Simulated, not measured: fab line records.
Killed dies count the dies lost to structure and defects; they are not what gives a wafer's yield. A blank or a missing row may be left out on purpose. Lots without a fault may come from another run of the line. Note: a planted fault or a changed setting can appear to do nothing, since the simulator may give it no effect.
fab line records -- flow ritCmos
record: lots: 15, wafers: 45, lastDay: 7
route steps=202 shown CONTACT@179
lots untouched by any fault: they come from a run of this same line in which no faults occurred
startH: hours from the record's opening day to when the first of the lot's shown wafers began -- waitH: hours since the lot's step before -- " unchanged from the row above -- L1.1+2: a single row standing in for several wafers -- - value missing, or start not given -- * or withheld: withheld -- < > ~ a bound
route shown NAME@n: NAME is a module with steps in the file, n the number in the route of the first one -- usual: average and standard deviation across the fault-free wafers -- same: alike in all rows -- chamber/n: place in a boat -- sites: readings site by site -- _std_site: standard deviation of those values -- _edge_site: inner sites' mean taken away from outer sites' mean -- radiusMm: for every site, how far away it sits from the centre of the wafer -- mask NAME#n: copy n -- behind: tool/chamber where the wafer was last shaped -- hold: why the lot was held/for how many hours/how that ended -- device: names the non-switching transistor (n, p or np) -- end of line: tests of these same wafers at the route's end -- where a step has no rows: the recipe by itself -- killed: not the wafer's yield, but the dies lost to structure and defects at the first sort -- map: a wafer's dies, x killed, . not, _ none there
set.NAME: setting as actually run; set.NAME@STEP: the setting as run at that earlier step -- model.NAME: the simulator's own value behind a step, which no gauge read
steps of the route over a sample of lots; a table a step, a row a wafer
services: the hour from which a tool's chamber was out of use, counted from the record's first day as startH (under 0 if before that day), plus the number of hours and why
== steps ==
step: RIT_CONTACT_ETCH_11
recipe: targetDepthA: 4800, overEtchFrac: 0.2, stopOn: TiSi2, chemistry: CHF3/CF4/Ar, target: SiO2, CHF3_flow_sccm: 50, cf4FlowSccm: 10, Ar_flow_sccm: 100, O2_flow_sccm: 5, pressureMtorr: 100, rfW: 200, timeS: 320
usual: CHF3_flow_sccm: 50.01/0.14, O2_flow_sccm: 5.000/0.017, drypumpMotorCurrentA: 5.8/0.55, oesProductAu: 0.989/0.011, throttleValvePct: 8.85/0.11
lot.wafer,tool,chamber,startH,waitH,CHF3_flow_sccm,O2_flow_sccm,drypumpMotorCurrentA,oesProductAu,rfHoursCounterH,throttleValvePct
L799.1,rieDiel-01,0,52.76,0.1,49.91,4.993,6.0,0.987,166,8.75
L799.5,rieDiel-01,0,52.76,0.1,50.02,5.008,6.0,0.982,-,8.76
L799.6,rieDiel-01,3,52.76,0.1,50.29,5.007,6.0,0.982,-,8.71
L800.2,rieDiel-02,2,61.95,0.1,50.25,4.989,5.5,0.985,12,8.94
L800.3,rieDiel-02,1,61.95,0.1,49.91,4.994,6.5,0.989,143,8.73
L800.4,rieDiel-02,0,61.95,0.1,49.96,5.010,4.7,1.007,71,8.72
L801.3,rieDiel-01,2,66.76,0.1,50.02,4.994,5.9,0.988,16,8.90
L801.4,rieDiel-01,1,66.76,0.1,50.10,4.994,6.1,1.025,155,8.83
L801.6,rieDiel-01,2,66.76,0.1,50.02,5.028,5.9,0.983,-,8.89
L803.1,rieDiel-03,1,73.95,0.1,50.00,4.996,5.0,0.971,76,8.69
L803.2,rieDiel-03,0,73.95,0.1,50.11,5.001,5.7,0.978,6,8.80
L803.4,rieDiel-03,3,73.95,0.1,50.00,4.994,6.2,0.968,143,8.95
L804.1,rieDiel-01,1,81.76,0.1,49.98,4.995,6.1,1.016,155,8.82
L804.3,rieDiel-01,2,81.76,0.1,49.94,4.986,5.9,0.979,17,8.88
L804.5,rieDiel-01,1,81.76,0.1,49.97,4.999,6.1,1.019,-,8.84
L805.1,rieDiel-02,0,86.46,0.1,49.98,4.998,4.7,0.996,71,8.73
L805.2,rieDiel-02,2,86.46,0.1,50.02,4.983,5.5,0.992,12,8.95
L805.6,rieDiel-02,3,86.46,0.1,50.07,5.005,5.8,0.990,-,9.01
L806.1,rieDiel-03,3,88.59,0.1,49.94,4.996,6.2,0.970,144,8.94
L806.3,rieDiel-03,2,88.59,0.1,49.90,5.030,5.9,1.009,61,9.00
L806.5,rieDiel-03,3,88.59,0.1,50.07,4.989,6.2,0.971,-,8.96
L807.1,rieDiel-02,0,93.68,0.1,49.75,4.996,4.7,0.996,71,8.72
L807.2,rieDiel-02,1,93.68,0.1,49.88,5.002,6.5,0.994,144,8.73
L807.3,rieDiel-02,2,93.68,0.1,49.85,4.996,5.5,0.985,12,8.94
L810.1,rieDiel-02,1,107.76,0.1,50.30,4.988,6.5,0.981,144,8.75
L810.3,rieDiel-02,0,107.76,0.1,50.27,4.994,4.8,0.995,72,8.74
L810.6,rieDiel-02,2,107.76,0.1,49.59,5.026,5.5,0.979,-,8.94
L812.2,rieDiel-02,2,118.03,0.1,49.80,5.021,5.4,0.980,13,8.95
L812.4,rieDiel-02,3,118.03,0.1,50.19,5.009,5.7,0.990,94,9.00
L812.5,rieDiel-02,2,118.03,0.1,50.08,5.018,5.5,0.980,-,8.94
L816.2,rieDiel-02,3,137.53,0.1,50.20,4.997,5.7,1.001,95,9.00
L816.4,rieDiel-02,0,137.53,0.1,49.95,4.983,4.7,0.990,72,8.72
L816.5,rieDiel-02,3,137.53,0.1,50.16,4.993,5.7,0.990,-,8.99
L817.1,rieDiel-01,3,141.49,0.1,-,-,-,-,-,-
L817.3,rieDiel-01,0,141.49,0.1,-,-,-,-,-,-
L817.6,rieDiel-01,2,141.49,0.1,-,-,-,-,-,-
L818.1,rieDiel-02,0,148.45,0.1,-,-,-,-,-,-
L818.5,rieDiel-02,2,148.45,0.1,-,-,-,-,-,-
L818.6,rieDiel-02,1,148.45,0.1,-,-,-,-,-,-
L819.3,rieDiel-02,3,153.09,0.1,-,-,-,-,-,-
L819.4,rieDiel-02,2,153.09,0.1,-,-,-,-,-,-
L819.5,rieDiel-02,1,153.09,0.1,-,-,-,-,-,-
L822.1,rieDiel-03,3,167.88,0.1,50.22,5.036,6.2,0.977,144,8.94
L822.4,rieDiel-03,0,167.88,0.1,50.04,5.022,5.7,0.980,7,8.79
L822.5,rieDiel-03,2,167.88,0.1,50.04,5.025,5.9,1.007,-,8.98
step: RIT_CONTACT_CD_MEAS_90
recipe: targetCdNm: 1000
usual: cdNm: 998.4/2.3
lot.wafer,tool,chamber,startH,waitH,cdNm
L799.1,cdSem-02,-,53.13,0.1,1001.4
L799.5,cdSem-02,-,53.13,0.1,1001.1
L799.6,cdSem-02,-,53.13,0.1,998.9
L800.2,cdSem-01,-,62.34,0.1,998.9
L800.3,cdSem-01,-,62.34,0.1,996.6
L800.4,cdSem-01,-,62.34,0.1,999.2
L801.3,cdSem-01,-,67.17,0.1,999.6
L801.4,cdSem-01,-,67.17,0.1,999.2
L801.6,cdSem-01,-,67.17,0.1,997.2
L803.1,cdSem-02,-,74.32,0.1,999.5
L803.2,cdSem-02,-,74.32,0.1,1001.9
L803.4,cdSem-02,-,74.32,0.1,998.0
L804.1,cdSem-02,-,82.13,0.1,995.3
L804.3,cdSem-02,-,82.13,0.1,993.2
L804.5,cdSem-02,-,82.13,0.1,996.2
L805.1,cdSem-02,-,86.83,0.1,1000.3
L805.2,cdSem-02,-,86.83,0.1,999.4
L805.6,cdSem-02,-,86.83,0.1,1001.7
L806.1,cdSem-02,-,88.96,0.1,998.8
L806.3,cdSem-02,-,88.96,0.1,1000.0
L806.5,cdSem-02,-,88.96,0.1,997.7
L807.1,cdSem-02,-,94.05,0.1,998.1
L807.2,cdSem-02,-,94.05,0.1,998.8
L807.3,cdSem-02,-,94.05,0.1,998.3
L810.1,cdSem-02,-,108.13,0.1,996.1
L810.3,cdSem-02,-,108.13,0.1,995.9
L810.6,cdSem-02,-,108.13,0.1,993.6
L812.2,cdSem-01,-,118.42,0.1,996.7
L812.4,cdSem-01,-,118.42,0.1,998.1
L812.5,cdSem-01,-,118.42,0.1,997.3
L816.2,cdSem-02,-,137.92,0.1,1000.6
L816.4,cdSem-02,-,137.92,0.1,997.8
L816.5,cdSem-02,-,137.92,0.1,999.2
L817.1,cdSem-02,-,141.86,0.1,-
L817.3,cdSem-02,-,141.86,0.1,-
L817.6,cdSem-02,-,141.86,0.1,-
L818.1,cdSem-02,-,148.81,0.1,-
L818.5,cdSem-02,-,148.81,0.1,-
L818.6,cdSem-02,-,148.81,0.1,-
L819.3,cdSem-02,-,153.50,0.1,-
L819.4,cdSem-02,-,153.50,0.1,-
L819.5,cdSem-02,-,153.50,0.1,-
L822.1,cdSem-02,-,168.25,0.1,997.3
L822.4,cdSem-02,-,168.25,0.1,998.6
L822.5,cdSem-02,-,168.25,0.1,999.6
== services ==
tool,chamber,startH,hours,kind
rieDiel-03,-,35.58,28.1,pm
rieDiel-01,0,45.17,1.5,repair
rieDiel-01,0,72.89,-,clean
rieDiel-01,0,72.89,-,consumableReplace:esc
rieDiel-01,0,72.89,21.3,scheduledDown
rieDiel-01,0,72.89,21.3,ventCycle
rieDiel-03,1,79.70,9.6,repair
rieDiel-03,-,93.04,65.3,repair
rieDiel-01,2,120.15,6.0,repair
rieDiel-01,1,126.12,-,clean
rieDiel-01,1,126.12,12.5,scheduledDown
rieDiel-01,1,126.12,12.5,ventCycle
== key ==
firstSign: step: RIT_CONTACT_ETCH_11, reading: toolRecord, direction: missing
effect: step: RIT_CONTACT_CD_MEAS_90, reading: cdNm, direction: missing
metAt RIT_CONTACT_ETCH_11
struckLots L817,L818,L819
laterRowsLeftOut L817.1,L817.3,L817.6,L818.1,L818.5,L818.6,L819.3,L819.4,L819.5
sortLeftOut L817.1,L817.3,L817.6,L818.1,L818.5,L818.6,L819.3,L819.4,L819.5
testerLeftOut L817,L818,L819
onsetBetween 137.53 141.49
fault: kind: skippedStepWhole, tool: rieDiel-01,rieDiel-02, chamber: -, onsetH: 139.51, steps: RIT_CONTACT_ETCH_11, scope: struckLotsOnly
testerLeftOut: of these lots the tester's yield and bins aren't shown, on N5 and GAA mostly nor the transistor test; their killed dies are dies lost to structure and defects alone, not to doping, threshold or leakage, so they don't give the yield
sortLeftOut: the simulated sort isn't trusted on such a fault, so these wafers' sort isn't shown, and their yield isn't known
laterRowsLeftOut: the simulator's readings of these wafers behind a module that went badly wrong aren't trusted and aren't shown, but for the sort
